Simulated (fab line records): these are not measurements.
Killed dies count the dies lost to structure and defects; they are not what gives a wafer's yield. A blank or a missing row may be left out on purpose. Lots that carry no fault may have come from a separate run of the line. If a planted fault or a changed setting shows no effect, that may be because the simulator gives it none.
Which tool was responsible? / flow ritCmos / 7 lots, 21 wafers sampled, at 2 steps of a route of 202

== WHAT THE GAUGES READ, wafer by wafer ==
RIT_PSD_TW_MEAS_10.
lot=L373; measured=day 3 11:45; on=filmMetro-01; PSD_TW=3443 3449 3448
lot=L376; measured=day 4 02:50; on=filmMetro-01; PSD_TW=3417 3409 3396
lot=L378; measured=day 4 14:44; on=filmMetro-01; PSD_TW=3437 3403 3400
lot=L381; measured=day 5 15:53; on=filmMetro-04; PSD_TW=3474 3474 3502
lot=L385; measured=day 6 09:40; on=filmMetro-01; PSD_TW=3449 3448 3449
lot=L389; measured=day 7 00:10; on=filmMetro-01; PSD_TW=30 30 30
lot=L394; measured=day 7 20:47; on=filmMetro-04; PSD_TW=3461 3453 3475

== TOOL THAT RAN EACH LOT (tool first, then ch and the chambers of the sampled wafers, then the start) ==
lot=L373; RIT_PSD_IMPLANT_08=implanter-03 ch 0, day 3 11:26
lot=L376; RIT_PSD_IMPLANT_08=implanter-02 ch 0, day 4 02:31
lot=L378; RIT_PSD_IMPLANT_08=implanter-01 ch 0, day 4 14:25
lot=L381; RIT_PSD_IMPLANT_08=implanter-02 ch 0, day 5 15:35
lot=L385; RIT_PSD_IMPLANT_08=implanter-03 ch 0, day 6 09:22
lot=L389; RIT_PSD_IMPLANT_08=implanter-01, day 6 23:51
lot=L394; RIT_PSD_IMPLANT_08=implanter-02 ch 0, day 7 20:28
- RIT_PSD_IMPLANT_08

== THE ANSWER, worked out from the rows above alone ==
Rule: what is usual is taken from the lots themselves. Put in order of their means at a reading, lots are off if they are a third of the lots or fewer, leave a main group of 4 or more, and stand apart from it by a gap of 3 or more times the standard deviation of the main group's means; of several such gaps the widest counts. If all means in a main group match to the digits the tables above print for the reading, that group is not used. A lot without any number at a reading at which 4 lots or more have one is off too. Any other lot the step has rows for is counted as sound.
Off: L389, seen at RIT_PSD_TW_MEAS_10 (PSD_TW). For the main group the mean is 3444 and the standard deviation 27.
A tool fits if, at a process step before that reading, it ran every lot that is off, and no sound lot after the first of them. Those tools and the gauges at RIT_PSD_TW_MEAS_10 are tried in the same way. This does not decide it: 2 tools fit, namely implanter-01 at RIT_PSD_IMPLANT_08 and filmMetro-01 at RIT_PSD_TW_MEAS_10.

== WHAT WAS PUT IN BY THE SIMULATOR ==
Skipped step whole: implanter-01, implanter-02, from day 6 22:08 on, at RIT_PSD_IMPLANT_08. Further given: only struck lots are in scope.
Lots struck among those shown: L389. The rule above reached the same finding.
